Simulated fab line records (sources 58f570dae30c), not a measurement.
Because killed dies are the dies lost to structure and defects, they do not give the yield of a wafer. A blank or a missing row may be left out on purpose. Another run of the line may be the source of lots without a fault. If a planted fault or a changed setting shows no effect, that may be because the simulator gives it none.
Code-filled problem report in 8D (eight disciplines) form ; flow berkeley-cmos170 ; the parts of the form that need people (team, actions taken, sign-off) are left out

## 1. THE ISSUE
spin-speed-rpm at UCB170_M2_COAT_09 reads a mean of 2865.1 rpm on 9 wafers of 3 lots; wafers without a fault read 2999.6 rpm with a standard deviation of 1.6. That is -84 standard deviations from the usual mean.
The first sign was on wafer L244.2 at day 11 05:19, on litho-track-03. Wafers with a number at this step in the record: 45, from 15 lots. Rule for "out", or "out of limits": more than 4 standard deviations from the usual mean. Any other wafer with a number is counted as sound.

## 2. WHAT IT IS, WHAT IT ISN'T
question;is;is not
which readings at this step;spin-speed-rpm;dispense-pressure-kPa
which lots;L244, L249, L250;L234, L237, L238, L239, L240, L241, L242, L245, L251, L254, L255, L256
which wafers of those lots;all that have a number;-
read on which tools;litho-track-03;litho-track-01, litho-track-04
when;from day 11 05:19;"up to then (24 sound wafers); but 12 sound wafers of L251, L254, L255, L256 came after"

## 3. SUSPECTS, AND WHAT RULES EACH OUT
Counting: a tool at a process step up to the reading stays a suspect if it ran every lot that is out and no sound lot after the first of them.
- litho-track-03 at UCB170_M2_COAT_09: kept. It ran every lot that is out, first L244 (day 11 05:19), and no sound lot after that; its last sound lot up to then is L245 (day 10 22:30). Out on those wafers are its own readings of spin-speed-rpm.
Remaining after the count: litho-track-03 at UCB170_M2_COAT_09.

## 4. THE CAUSE (what the simulator had put in)
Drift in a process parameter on litho-track-03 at UCB170_M2_COAT_09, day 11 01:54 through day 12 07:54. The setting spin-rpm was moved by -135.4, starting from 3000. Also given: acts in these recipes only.
After counting, this tool was the only one left.

## 5. SEQUENCE OF EFFECTS, ordered by route
Each row: a reading where the mean over the struck wafers with a number is more than 3 standard deviations away from the usual. Readings are gone through only where the record gives a usual standard deviation; hours: the median, over the lots, of the time from a lot's start at the first step in this table giving one to that lot's start at this step; sigmas: the change measured in usual standard deviations.
hours;step;reading;usual;on struck wafers;change;sigmas
0;UCB170_M2_COAT_09;spin-speed-rpm;2999.6 rpm;2865.1;-134.5;-84
The process steps in it:
- UCB170_M2_COAT_09

## 6. WHAT WOULD HAVE CAUGHT IT SOONER
The fault began at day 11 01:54; the first out-of-limits reading in this record came at day 11 05:19, 3 hours later.
